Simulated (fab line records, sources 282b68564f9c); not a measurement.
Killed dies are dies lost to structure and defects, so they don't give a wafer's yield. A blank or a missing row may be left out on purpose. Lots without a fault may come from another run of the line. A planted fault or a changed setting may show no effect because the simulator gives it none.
Which tool did it? | flow rit_cmos | 14 lots, 42 wafers sampled, at 3 steps of a route of 202

WHAT THE GAUGES READ, wafer by wafer
RIT_PLDD_OVL_MEAS_06.
lot  | measured    | on         | PLDD_OVL (nm)
L548 | day 2 22:59 | overlay-02 | -0.1 0.4 0.4
L549 | day 3 06:16 | overlay-02 | -4.6 -4.8 -2.3
L550 | day 3 11:29 | overlay-02 | -0.5 -0.4 0.2
L554 | day 4 08:30 | overlay-01 | 1.6 -1.9 0.1
L555 | day 4 11:23 | overlay-02 | -0.6 -1.0 -1.7
L556 | day 4 15:13 | overlay-01 | 0.5 -0.6 -0.6
L557 | day 4 21:48 | overlay-01 | 1.7 -0.4 1.5
L559 | day 5 07:05 | overlay-01 | 2.0 1.9 1.1
L560 | day 5 11:56 | overlay-01 | 2.0 1.8 2.0
L561 | day 5 18:37 | overlay-02 | 0.1 -0.9 -1.2
L563 | day 6 04:57 | overlay-01 | 0.3 -0.3 0.8
L564 | day 6 10:28 | overlay-01 | 1.3 0.3 3.4
L567 | day 7 07:38 | overlay-01 | -1.3 -1.1 -1.2
L568 | day 7 07:56 | overlay-02 | 2.1 3.1 1.7

RIT_NSD_TW_MEAS_10.
lot  | measured    | on            | NSD_TW
L548 | day 3 04:41 | film_metro-03 | 3126 3109 3117
L549 | day 3 10:41 | film_metro-03 | 3132 3126 3135
L550 | day 3 15:56 | film_metro-03 | 3134 3133 3116
L554 | day 4 13:16 | film_metro-02 | 3156 3162 3167
L555 | day 4 15:59 | film_metro-02 | 3147 3146 3135
L556 | day 4 20:00 | film_metro-02 | 3159 3149 3150
L557 | day 5 02:14 | film_metro-01 | 3082 3085 3071
L559 | day 5 11:35 | film_metro-03 | 3118 3095 3121
L560 | day 5 16:33 | film_metro-03 | 3117 3105 3109
L561 | day 5 23:23 | film_metro-01 | 3093 3079 3064
L563 | day 6 09:33 | film_metro-02 | 3151 3136 3138
L564 | day 6 15:01 | film_metro-03 | 3136 3135 3160
L567 | day 7 12:11 | film_metro-01 | 3088 3093 3098
L568 | day 7 12:29 | film_metro-02 | 3154 3155 3165

RIT_CONTACT_OVL_MEAS_09.
lot  | measured    | on         | CONTACT_OVL (nm)
L548 | day 3 09:26 | overlay-02 | 1.9 0.8 2.0
L549 | day 3 15:20 | overlay-02 | 0.3 0.7 0.7
L550 | day 3 20:15 | overlay-01 | 1.5 4.7 2.1
L554 | day 4 17:32 | overlay-02 | 0.5 -1.0 0.7
L555 | day 4 20:06 | overlay-02 | 1.5 0.9 0.9
L556 | day 5 00:29 | overlay-02 | 1.3 1.1 1.4
L557 | day 5 06:25 | overlay-02 | -0.2 0.5 0.7
L559 | day 5 15:51 | overlay-01 | 4.8 4.7 4.4
L560 | day 5 20:46 | overlay-01 | -0.1 2.0 0.0
L561 | day 6 03:36 | overlay-02 | -0.4 0.3 0.1
L563 | day 6 13:47 | overlay-01 | 3.2 3.0 3.4
L564 | day 6 19:16 | overlay-02 | 0.9 0.0 -2.7
L567 | day 7 16:29 | overlay-02 | 0.7 -0.4 1.6
L568 | day 7 16:43 | overlay-01 | 1.6 3.1 2.8

WHICH TOOL RAN EACH LOT (tool, then ch and the chambers of the sampled wafers, then the start)
The record holds no process step before these readings.

WHAT THE TOOLS THEMSELVES READ (means of the sampled wafers that have a number; where no wafer has one, the mark that the record gives instead)
The record holds no such reading with a usual standard deviation.

THE ANSWER, worked out from the rows above alone
Rule: what is usual is taken from the lots themselves. Put in order of their means at a reading, lots are off if they are a third of the lots or fewer, leave a main group of 4 or more, and stand apart from it by a gap of 3 or more times the standard deviation of the main group's means; of several such gaps the widest counts. A main group whose means are all the same, to the digits that the tables above print for the reading, isn't used. A lot without any number at a reading at which 4 lots or more have one is off too. The other lots that the step has rows for count as sound. The gauges are gone through in route order, then the tools' own readings, and for those a lot's mean is taken as printed above. The first step at which some lot is off is used, and at that step the reading that is off furthest; a lot without a number counts as furthest.
No lot is off at any reading shown: from this, nothing can be told.

WHAT THE SIMULATOR HAD PUT IN
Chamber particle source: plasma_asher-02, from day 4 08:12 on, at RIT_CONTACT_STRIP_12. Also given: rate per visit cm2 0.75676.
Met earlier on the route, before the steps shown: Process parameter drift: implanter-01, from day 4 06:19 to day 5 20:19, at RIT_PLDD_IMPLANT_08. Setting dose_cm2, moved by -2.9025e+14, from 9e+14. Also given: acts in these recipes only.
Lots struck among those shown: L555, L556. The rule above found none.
